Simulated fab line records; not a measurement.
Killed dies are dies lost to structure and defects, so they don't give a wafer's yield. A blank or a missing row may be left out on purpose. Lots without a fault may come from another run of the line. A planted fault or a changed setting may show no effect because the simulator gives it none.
fab line records :: flow rit_cmos
[record]
  lots = 14
  wafers = 42
  last_day = 8
route steps=202 shown NWELL@36 M1@202
lots with no fault: from the same line, run without faults
start_h: start of the lot's first displayed wafer, in hours after the record's first day :: wait_h: time in hours since the lot's previous step :: " as in the row above :: L1.1+2: a row that stands for several wafers :: - either no value or no given start :: * or withheld: withheld :: < > ~ a bound
route shown NAME@n: a module of which the file shows steps, and the number in the route of the first :: usual: average and standard deviation across the fault-free wafers :: same: alike in all rows :: chamber/n: place in a boat :: sites: the reading at each site :: _std_site: their standard deviation :: _edge_site: inner sites' mean taken away from outer sites' mean :: radius_mm: how far each site lies from the wafer's centre :: mask NAME#n: copy n :: behind: the tool/chamber that last shaped the wafer :: hold: why the lot went on hold/how many hours it stayed there/how the hold came to an end :: device: whichever transistor did not switch (one of n, p or np) :: end of line: the route-end tests of the same wafers :: a step without rows: its recipe alone :: killed: count of dies lost to structure and defects at first sort (not the wafer's yield) :: map: shows each die of a wafer: x if killed, . if not, _ if none is there
set.NAME: setting as actually run; set.NAME@STEP: the setting as run at that earlier step :: model.NAME: the simulator's own value behind a step, which no gauge read
steps of the route over a sample of lots; a table a step, a row a wafer
services: from which hour (start_h, from the record's first day; less than 0 if before it) a tool's chamber was out of use, for how many hours, and why
[[steps]]
[step RIT_NWELL_IMPLANT_08]
[recipe]
  species = P
  energy_kev = 170
  dose_cm2 = 5e+13
  tilt_deg = 7
[usual]
  beam_energy_keV = 169.99/0.046
  dose_ions_cm2 = 5e+13/5.3e+10
  faraday_current_uA = 159/3.2
lot.wafer: L591.2
tool: implanter-03
chamber: 0
start_h: 21.54
wait_h: 0.2
beam_energy_keV: 169.99
dose_ions_cm2: 4.997e+13
faraday_current_uA: 156

lot.wafer: L591.4
tool: implanter-03
chamber: 0
start_h: 21.54
wait_h: 0.2
beam_energy_keV: 170.09
dose_ions_cm2: 5.001e+13
faraday_current_uA: 164

lot.wafer: L591.6
tool: implanter-03
chamber: 0
start_h: 21.54
wait_h: 0.2
beam_energy_keV: 170.02
dose_ions_cm2: 5.004e+13
faraday_current_uA: 156

lot.wafer: L594.2
tool: implanter-04
chamber: 0
start_h: 39.69
wait_h: 0.2
beam_energy_keV: 169.94
dose_ions_cm2: 4.997e+13
faraday_current_uA: 162

lot.wafer: L594.3
tool: implanter-04
chamber: 0
start_h: 39.69
wait_h: 0.2
beam_energy_keV: 169.96
dose_ions_cm2: 4.998e+13
faraday_current_uA: 158

lot.wafer: L594.4
tool: implanter-04
chamber: 0
start_h: 39.69
wait_h: 0.2
beam_energy_keV: 169.96
dose_ions_cm2: 5.002e+13
faraday_current_uA: 165

lot.wafer: L595.1
tool: implanter-03
chamber: 0
start_h: 49.22
wait_h: 0.2
beam_energy_keV: 170.02
dose_ions_cm2: 5.005e+13
faraday_current_uA: 153

lot.wafer: L595.2
tool: implanter-03
chamber: 0
start_h: 49.22
wait_h: 0.2
beam_energy_keV: 169.96
dose_ions_cm2: 5e+13
faraday_current_uA: 155

lot.wafer: L595.5
tool: implanter-03
chamber: 0
start_h: 49.22
wait_h: 0.2
beam_energy_keV: 169.96
dose_ions_cm2: 4.999e+13
faraday_current_uA: 162

lot.wafer: L596.2
tool: implanter-01
chamber: 0
start_h: 53.20
wait_h: 0.2
beam_energy_keV: 170.01
dose_ions_cm2: 5e+13
faraday_current_uA: 156

lot.wafer: L596.3
tool: implanter-01
chamber: 0
start_h: 53.20
wait_h: 0.2
beam_energy_keV: 170.00
dose_ions_cm2: 5e+13
faraday_current_uA: 151

lot.wafer: L596.5
tool: implanter-01
chamber: 0
start_h: 53.20
wait_h: 0.2
beam_energy_keV: 169.95
dose_ions_cm2: 5e+13
faraday_current_uA: 159

lot.wafer: L597.1
tool: implanter-01
chamber: 0
start_h: 56.59
wait_h: 0.2
beam_energy_keV: 169.93
dose_ions_cm2: 4.997e+13
faraday_current_uA: 155

lot.wafer: L597.4
tool: implanter-01
chamber: 0
start_h: 56.59
wait_h: 0.2
beam_energy_keV: 169.94
dose_ions_cm2: 5.005e+13
faraday_current_uA: 159

lot.wafer: L597.5
tool: implanter-01
chamber: 0
start_h: 56.59
wait_h: 0.2
beam_energy_keV: 169.95
dose_ions_cm2: 4.994e+13
faraday_current_uA: 164

lot.wafer: L599.2
tool: implanter-04
chamber: 0
start_h: 65.19
wait_h: 0.2
beam_energy_keV: 170.06
dose_ions_cm2: 4.999e+13
faraday_current_uA: 157

lot.wafer: L599.3
tool: implanter-04
chamber: 0
start_h: 65.19
wait_h: 0.2
beam_energy_keV: 170.12
dose_ions_cm2: 4.998e+13
faraday_current_uA: 157

lot.wafer: L599.4
tool: implanter-04
chamber: 0
start_h: 65.19
wait_h: 0.2
beam_energy_keV: 170.02
dose_ions_cm2: 5e+13
faraday_current_uA: 156

lot.wafer: L601.3
tool: implanter-01
chamber: 0
start_h: 73.21
wait_h: 0.2
beam_energy_keV: 170.03
dose_ions_cm2: 4.992e+13
faraday_current_uA: 156

lot.wafer: L601.5
tool: implanter-01
chamber: 0
start_h: 73.21
wait_h: 0.2
beam_energy_keV: 170.06
dose_ions_cm2: 5.003e+13
faraday_current_uA: 158

lot.wafer: L601.6
tool: implanter-01
chamber: 0
start_h: 73.21
wait_h: 0.2
beam_energy_keV: 169.97
dose_ions_cm2: 4.999e+13
faraday_current_uA: 157

lot.wafer: L602.3
tool: implanter-04
chamber: 0
start_h: 77.32
wait_h: 0.2
beam_energy_keV: 170.00
dose_ions_cm2: 5.005e+13
faraday_current_uA: 161

lot.wafer: L602.4
tool: implanter-04
chamber: 0
start_h: 77.32
wait_h: 0.2
beam_energy_keV: 170.05
dose_ions_cm2: 5.002e+13
faraday_current_uA: 162

lot.wafer: L602.6
tool: implanter-04
chamber: 0
start_h: 77.32
wait_h: 0.2
beam_energy_keV: 170.04
dose_ions_cm2: 5.004e+13
faraday_current_uA: 158

lot.wafer: L603.1
tool: implanter-01
chamber: 0
start_h: 86.37
wait_h: 0.2
beam_energy_keV: 170.08
dose_ions_cm2: 5.008e+13
faraday_current_uA: 157

lot.wafer: L603.4
tool: implanter-01
chamber: 0
start_h: 86.37
wait_h: 0.2
beam_energy_keV: 169.97
dose_ions_cm2: 5.007e+13
faraday_current_uA: 157

lot.wafer: L603.6
tool: implanter-01
chamber: 0
start_h: 86.37
wait_h: 0.2
beam_energy_keV: 170.05
dose_ions_cm2: 5.002e+13
faraday_current_uA: 160

lot.wafer: L604.1
tool: implanter-04
chamber: 0
start_h: 91.59
wait_h: 0.2
beam_energy_keV: 169.92
dose_ions_cm2: 5.01e+13
faraday_current_uA: 160

lot.wafer: L604.2
tool: implanter-04
chamber: 0
start_h: 91.59
wait_h: 0.2
beam_energy_keV: 169.95
dose_ions_cm2: 5.009e+13
faraday_current_uA: 159

lot.wafer: L604.3
tool: implanter-04
chamber: 0
start_h: 91.59
wait_h: 0.2
beam_energy_keV: 169.98
dose_ions_cm2: 5.005e+13
faraday_current_uA: 163

lot.wafer: L605.3
tool: implanter-01
chamber: 0
start_h: 92.31
wait_h: 0.2
beam_energy_keV: 170.02
dose_ions_cm2: 7.099e+13
faraday_current_uA: 231

lot.wafer: L605.5
tool: implanter-01
chamber: 0
start_h: 92.31
wait_h: 0.2
beam_energy_keV: 169.96
dose_ions_cm2: 7.104e+13
faraday_current_uA: 225

lot.wafer: L605.6
tool: implanter-01
chamber: 0
start_h: 92.31
wait_h: 0.2
beam_energy_keV: 170.00
dose_ions_cm2: 7.098e+13
faraday_current_uA: 225

lot.wafer: L606.1
tool: implanter-01
chamber: 0
start_h: 100.73
wait_h: 0.2
beam_energy_keV: 169.92
dose_ions_cm2: 7.101e+13
faraday_current_uA: 221

lot.wafer: L606.3
tool: implanter-01
chamber: 0
start_h: 100.73
wait_h: 0.2
beam_energy_keV: 169.92
dose_ions_cm2: 7.101e+13
faraday_current_uA: 223

lot.wafer: L606.5
tool: implanter-01
chamber: 0
start_h: 100.73
wait_h: 0.2
beam_energy_keV: 169.92
dose_ions_cm2: 7.101e+13
faraday_current_uA: 232

lot.wafer: L608.4
tool: implanter-04
chamber: 0
start_h: 106.23
wait_h: 0.2
beam_energy_keV: 170.03
dose_ions_cm2: 5.006e+13
faraday_current_uA: 153

lot.wafer: L608.5
tool: implanter-04
chamber: 0
start_h: 106.23
wait_h: 0.2
beam_energy_keV: 170.05
dose_ions_cm2: 5.003e+13
faraday_current_uA: 161

lot.wafer: L608.6
tool: implanter-04
chamber: 0
start_h: 106.23
wait_h: 0.2
beam_energy_keV: 169.96
dose_ions_cm2: 5.004e+13
faraday_current_uA: 159

lot.wafer: L614.2
tool: implanter-03
chamber: 0
start_h: 137.66
wait_h: 0.2
beam_energy_keV: 169.93
dose_ions_cm2: 4.999e+13
faraday_current_uA: 161

lot.wafer: L614.3
tool: implanter-03
chamber: 0
start_h: 137.66
wait_h: 0.2
beam_energy_keV: 169.98
dose_ions_cm2: 5e+13
faraday_current_uA: 162

lot.wafer: L614.4
tool: implanter-03
chamber: 0
start_h: 137.66
wait_h: 0.2
beam_energy_keV: 169.97
dose_ions_cm2: 4.998e+13
faraday_current_uA: 157
[step RIT_NWELL_TW_MEAS_10]
[usual]
  NWELL_TW = 2140/25
lot.wafer: L591.2
tool: film_metro-03
chamber: -
start_h: 21.85
wait_h: 0.1
NWELL_TW: 2162

lot.wafer: L591.4
tool: film_metro-03
chamber: -
start_h: 21.85
wait_h: 0.1
NWELL_TW: 2162

lot.wafer: L591.6
tool: film_metro-03
chamber: -
start_h: 21.85
wait_h: 0.1
NWELL_TW: 2159

lot.wafer: L594.2
tool: film_metro-01
chamber: -
start_h: 40.00
wait_h: 0.1
NWELL_TW: 2135

lot.wafer: L594.3
tool: film_metro-01
chamber: -
start_h: 40.00
wait_h: 0.1
NWELL_TW: 2135

lot.wafer: L594.4
tool: film_metro-01
chamber: -
start_h: 40.00
wait_h: 0.1
NWELL_TW: 2133

lot.wafer: L595.1
tool: film_metro-01
chamber: -
start_h: 49.54
wait_h: 0.1
NWELL_TW: 2164

lot.wafer: L595.2
tool: film_metro-01
chamber: -
start_h: 49.54
wait_h: 0.1
NWELL_TW: 2147

lot.wafer: L595.5
tool: film_metro-01
chamber: -
start_h: 49.54
wait_h: 0.1
NWELL_TW: 2157

lot.wafer: L596.2
tool: film_metro-01
chamber: -
start_h: 53.51
wait_h: 0.1
NWELL_TW: 2148

lot.wafer: L596.3
tool: film_metro-01
chamber: -
start_h: 53.51
wait_h: 0.1
NWELL_TW: 2157

lot.wafer: L596.5
tool: film_metro-01
chamber: -
start_h: 53.51
wait_h: 0.1
NWELL_TW: 2150

lot.wafer: L597.1
tool: film_metro-01
chamber: -
start_h: 56.91
wait_h: 0.1
NWELL_TW: 2167

lot.wafer: L597.4
tool: film_metro-01
chamber: -
start_h: 56.91
wait_h: 0.1
NWELL_TW: 2158

lot.wafer: L597.5
tool: film_metro-01
chamber: -
start_h: 56.91
wait_h: 0.1
NWELL_TW: 2150

lot.wafer: L599.2
tool: film_metro-02
chamber: -
start_h: 65.50
wait_h: 0.1
NWELL_TW: 2111

lot.wafer: L599.3
tool: film_metro-02
chamber: -
start_h: 65.50
wait_h: 0.1
NWELL_TW: 2115

lot.wafer: L599.4
tool: film_metro-02
chamber: -
start_h: 65.50
wait_h: 0.1
NWELL_TW: 2113

lot.wafer: L601.3
tool: film_metro-02
chamber: -
start_h: 73.51
wait_h: 0.1
NWELL_TW: 2106

lot.wafer: L601.5
tool: film_metro-02
chamber: -
start_h: 73.51
wait_h: 0.1
NWELL_TW: 2123

lot.wafer: L601.6
tool: film_metro-02
chamber: -
start_h: 73.51
wait_h: 0.1
NWELL_TW: 2106

lot.wafer: L602.3
tool: film_metro-03
chamber: -
start_h: 77.62
wait_h: 0.1
NWELL_TW: 2171

lot.wafer: L602.4
tool: film_metro-03
chamber: -
start_h: 77.62
wait_h: 0.1
NWELL_TW: 2171

lot.wafer: L602.6
tool: film_metro-03
chamber: -
start_h: 77.62
wait_h: 0.1
NWELL_TW: 2166

lot.wafer: L603.1
tool: film_metro-02
chamber: -
start_h: 86.70
wait_h: 0.1
NWELL_TW: 2105

lot.wafer: L603.4
tool: film_metro-02
chamber: -
start_h: 86.70
wait_h: 0.1
NWELL_TW: 2107

lot.wafer: L603.6
tool: film_metro-02
chamber: -
start_h: 86.70
wait_h: 0.1
NWELL_TW: 2121

lot.wafer: L604.1
tool: film_metro-02
chamber: -
start_h: 91.91
wait_h: 0.1
NWELL_TW: 2105

lot.wafer: L604.2
tool: film_metro-02
chamber: -
start_h: 91.91
wait_h: 0.1
NWELL_TW: 2112

lot.wafer: L604.3
tool: film_metro-02
chamber: -
start_h: 91.91
wait_h: 0.1
NWELL_TW: 2111

lot.wafer: L605.3
tool: film_metro-02
chamber: -
start_h: 92.61
wait_h: 0.1
NWELL_TW: 2365

lot.wafer: L605.5
tool: film_metro-02
chamber: -
start_h: 92.61
wait_h: 0.1
NWELL_TW: 2360

lot.wafer: L605.6
tool: film_metro-02
chamber: -
start_h: 92.61
wait_h: 0.1
NWELL_TW: 2358

lot.wafer: L606.1
tool: film_metro-03
chamber: -
start_h: 101.06
wait_h: 0.1
NWELL_TW: 2428

lot.wafer: L606.3
tool: film_metro-03
chamber: -
start_h: 101.06
wait_h: 0.1
NWELL_TW: 2404

lot.wafer: L606.5
tool: film_metro-03
chamber: -
start_h: 101.06
wait_h: 0.1
NWELL_TW: 2433

lot.wafer: L608.4
tool: film_metro-03
chamber: -
start_h: 106.51
wait_h: 0.1
NWELL_TW: 2177

lot.wafer: L608.5
tool: film_metro-03
chamber: -
start_h: 106.51
wait_h: 0.1
NWELL_TW: 2170

lot.wafer: L608.6
tool: film_metro-03
chamber: -
start_h: 106.51
wait_h: 0.1
NWELL_TW: 2158

lot.wafer: L614.2
tool: film_metro-02
chamber: -
start_h: 137.97
wait_h: 0.1
NWELL_TW: 2101

lot.wafer: L614.3
tool: film_metro-02
chamber: -
start_h: 137.97
wait_h: 0.1
NWELL_TW: 2112

lot.wafer: L614.4
tool: film_metro-02
chamber: -
start_h: 137.97
wait_h: 0.1
NWELL_TW: 2104
[step RIT_WELLDRIVE_RS_MEAS_01]
[recipe]
  thk_meas_gauge = four-point-probe
[usual]
  NWELL_RS = 275.7/0.73
lot.wafer: L591.2
tool: film_metro-02
chamber: -
start_h: 28.66
wait_h: 0.0
NWELL_RS[ohm/sq]: 274.9

lot.wafer: L591.4
tool: film_metro-02
chamber: -
start_h: 28.66
wait_h: 0.0
NWELL_RS[ohm/sq]: 274.5

lot.wafer: L591.6
tool: film_metro-02
chamber: -
start_h: 28.66
wait_h: 0.0
NWELL_RS[ohm/sq]: 275.3

lot.wafer: L594.2
tool: film_metro-03
chamber: -
start_h: 49.78
wait_h: 0.0
NWELL_RS[ohm/sq]: 276.4

lot.wafer: L594.3
tool: film_metro-03
chamber: -
start_h: 49.78
wait_h: 0.0
NWELL_RS[ohm/sq]: 276.8

lot.wafer: L594.4
tool: film_metro-03
chamber: -
start_h: 49.78
wait_h: 0.0
NWELL_RS[ohm/sq]: 276.2

lot.wafer: L595.1
tool: film_metro-02
chamber: -
start_h: 56.65
wait_h: 0.0
NWELL_RS[ohm/sq]: 275.0

lot.wafer: L595.2
tool: film_metro-02
chamber: -
start_h: 56.65
wait_h: 0.0
NWELL_RS[ohm/sq]: 275.8

lot.wafer: L595.5
tool: film_metro-02
chamber: -
start_h: 56.65
wait_h: 0.0
NWELL_RS[ohm/sq]: 274.6

lot.wafer: L596.2
tool: film_metro-02
chamber: -
start_h: 61.60
wait_h: 0.0
NWELL_RS[ohm/sq]: 275.4

lot.wafer: L596.3
tool: film_metro-02
chamber: -
start_h: 61.60
wait_h: 0.0
NWELL_RS[ohm/sq]: 275.1

lot.wafer: L596.5
tool: film_metro-02
chamber: -
start_h: 61.60
wait_h: 0.0
NWELL_RS[ohm/sq]: 275.1

lot.wafer: L597.1
tool: film_metro-01
chamber: -
start_h: 64.53
wait_h: 0.0
NWELL_RS[ohm/sq]: 275.6

lot.wafer: L597.4
tool: film_metro-01
chamber: -
start_h: 64.53
wait_h: 0.0
NWELL_RS[ohm/sq]: 275.3

lot.wafer: L597.5
tool: film_metro-01
chamber: -
start_h: 64.53
wait_h: 0.0
NWELL_RS[ohm/sq]: 275.6

lot.wafer: L599.2
tool: film_metro-03
chamber: -
start_h: 72.96
wait_h: 0.0
NWELL_RS[ohm/sq]: 275.1

lot.wafer: L599.3
tool: film_metro-03
chamber: -
start_h: 72.96
wait_h: 0.0
NWELL_RS[ohm/sq]: 275.0

lot.wafer: L599.4
tool: film_metro-03
chamber: -
start_h: 72.96
wait_h: 0.0
NWELL_RS[ohm/sq]: 275.3

lot.wafer: L601.3
tool: film_metro-02
chamber: -
start_h: 80.78
wait_h: 0.0
NWELL_RS[ohm/sq]: 275.5

lot.wafer: L601.5
tool: film_metro-02
chamber: -
start_h: 80.78
wait_h: 0.0
NWELL_RS[ohm/sq]: 275.7

lot.wafer: L601.6
tool: film_metro-02
chamber: -
start_h: 80.78
wait_h: 0.0
NWELL_RS[ohm/sq]: 275.6

lot.wafer: L602.3
tool: film_metro-01
chamber: -
start_h: 85.69
wait_h: 0.0
NWELL_RS[ohm/sq]: 276.3

lot.wafer: L602.4
tool: film_metro-01
chamber: -
start_h: 85.69
wait_h: 0.0
NWELL_RS[ohm/sq]: 275.7

lot.wafer: L602.6
tool: film_metro-01
chamber: -
start_h: 85.69
wait_h: 0.0
NWELL_RS[ohm/sq]: 275.2

lot.wafer: L603.1
tool: film_metro-03
chamber: -
start_h: 93.61
wait_h: 0.0
NWELL_RS[ohm/sq]: 276.6

lot.wafer: L603.4
tool: film_metro-03
chamber: -
start_h: 93.61
wait_h: 0.0
NWELL_RS[ohm/sq]: 276.0

lot.wafer: L603.6
tool: film_metro-03
chamber: -
start_h: 93.61
wait_h: 0.0
NWELL_RS[ohm/sq]: 276.0

lot.wafer: L604.1
tool: film_metro-02
chamber: -
start_h: 98.78
wait_h: 0.0
NWELL_RS[ohm/sq]: 275.3

lot.wafer: L604.2
tool: film_metro-02
chamber: -
start_h: 98.78
wait_h: 0.0
NWELL_RS[ohm/sq]: 275.2

lot.wafer: L604.3
tool: film_metro-02
chamber: -
start_h: 98.78
wait_h: 0.0
NWELL_RS[ohm/sq]: 275.4

lot.wafer: L605.3
tool: film_metro-02
chamber: -
start_h: 99.98
wait_h: 0.0
NWELL_RS[ohm/sq]: 223.0

lot.wafer: L605.5
tool: film_metro-02
chamber: -
start_h: 99.98
wait_h: 0.0
NWELL_RS[ohm/sq]: 222.8

lot.wafer: L605.6
tool: film_metro-02
chamber: -
start_h: 99.98
wait_h: 0.0
NWELL_RS[ohm/sq]: 222.7

lot.wafer: L606.1
tool: film_metro-03
chamber: -
start_h: 108.54
wait_h: 0.0
NWELL_RS[ohm/sq]: 223.8

lot.wafer: L606.3
tool: film_metro-03
chamber: -
start_h: 108.54
wait_h: 0.0
NWELL_RS[ohm/sq]: 223.8

lot.wafer: L606.5
tool: film_metro-03
chamber: -
start_h: 108.54
wait_h: 0.0
NWELL_RS[ohm/sq]: 223.7

lot.wafer: L608.4
tool: film_metro-03
chamber: -
start_h: 114.39
wait_h: 0.1
NWELL_RS[ohm/sq]: 275.7

lot.wafer: L608.5
tool: film_metro-03
chamber: -
start_h: 114.39
wait_h: 0.1
NWELL_RS[ohm/sq]: 276.4

lot.wafer: L608.6
tool: film_metro-03
chamber: -
start_h: 114.39
wait_h: 0.1
NWELL_RS[ohm/sq]: 275.8

lot.wafer: L614.2
tool: film_metro-01
chamber: -
start_h: 146.35
wait_h: 0.0
NWELL_RS[ohm/sq]: 276.7

lot.wafer: L614.3
tool: film_metro-01
chamber: -
start_h: 146.35
wait_h: 0.0
NWELL_RS[ohm/sq]: 276.7

lot.wafer: L614.4
tool: film_metro-01
chamber: -
start_h: 146.35
wait_h: 0.0
NWELL_RS[ohm/sq]: 276.8
[step RIT_M1_PROBE_99]
[usual]
  killed_at_M0_to_M3 = 0.0/0.083
  killed_at_contacts = 0.1/0.23
  killed_at_front_end = 6.2/2.8
  killed_dies = 6.3/2.7
  killed_open = 3.1/2
  killed_short = 3.2/1.8
[same]
  gross_dies = 264
  killed_at_M4_up = 0
  killed_at_back_side = 0
  killed_at_other = 0
lot.wafer: L604.1
tool: prober-02
chamber: -
start_h: 127.51
wait_h: 0.1
killed_at_M0_to_M3: 0
killed_at_contacts: 0
killed_at_front_end: 10
killed_dies: 10
killed_open: 5
killed_short: 5

lot.wafer: L604.2
tool: prober-02
chamber: -
start_h: 127.56
wait_h: 0.1
killed_at_M0_to_M3: 0
killed_at_contacts: 0
killed_at_front_end: 4
killed_dies: 4
killed_open: 2
killed_short: 2

lot.wafer: L604.3
tool: prober-02
chamber: -
start_h: 127.61
wait_h: 0.2
killed_at_M0_to_M3: 0
killed_at_contacts: 0
killed_at_front_end: 8
killed_dies: 8
killed_open: 5
killed_short: 3
// killed by level:class
L604.1 GATE:geometric_particle:open=3 GATE:geometric_particle:short=2 SPACER:geometric_particle:short=2 FOX1:geometric_particle:open=1 SILICIDE:geometric_particle:short=1 SILICIDE:geometric_particle:open=1
L604.2 FOX1:geometric_particle:open=1 FOX2:geometric_particle:short=1 GATE:geometric_particle:open=1 SILICIDE:geometric_particle:short=1
L604.3 GATE:geometric_particle:open=4 SILICIDE:geometric_particle:short=2 GATE:geometric_particle:short=1 REOX:geometric_particle:open=1
[[services]]
tool: implanter-04
chamber: -
start_h: -0.29
hours: 4.0
kind: repair

tool: implanter-01
chamber: -
start_h: 8.40
hours: 5.9
kind: repair

tool: implanter-03
chamber: -
start_h: 41.04
hours: 3.2
kind: pm

tool: implanter-03
chamber: -
start_h: 59.08
hours: 37.7
kind: repair

tool: implanter-03
chamber: -
start_h: 106.98
hours: 2.0
kind: repair

tool: implanter-04
chamber: -
start_h: 108.97
hours: 5.6
kind: repair
[[key]]
[first_sign]
  step = RIT_NWELL_IMPLANT_08
  reading = dose_ions_cm2
  direction = up
  sigmas = 99+
  usual = 5e+13
  struck = 7.101e+13
[effect]
  step = RIT_NWELL_IMPLANT_08
  reading = faraday_current_uA
  direction = up
  sigmas = 21
  usual = 159
  struck = 226
[effect]
  step = RIT_NWELL_TW_MEAS_10
  reading = NWELL_TW
  direction = up
  sigmas = 10
  usual = 2140
  struck = 2391
[effect]
  step = RIT_WELLDRIVE_RS_MEAS_01
  reading = NWELL_RS
  direction = down
  sigmas = 71
  usual = 275.7
  struck = 223.3
met_at RIT_NWELL_IMPLANT_08
struck_lots L605,L606
tester_left_out L605,L606
onset_between 86.37 92.31
[fault]
  kind = process_parameter_drift
  tool = implanter-01
  chamber = -
  onset_h = 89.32
  steps = RIT_NWELL_IMPLANT_08
  channel = dose_cm2
  offset = 2.1e+13
  shape = step
  end_h = 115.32
  acts_in = these_recipes_only
  stated = 5e+13
// tester_left_out: of these lots the tester's yield and bins aren't shown, on N5 and GAA mostly nor the transistor test; their killed dies are dies lost to structure and defects alone, not to doping, threshold or leakage, so they don't give the yield
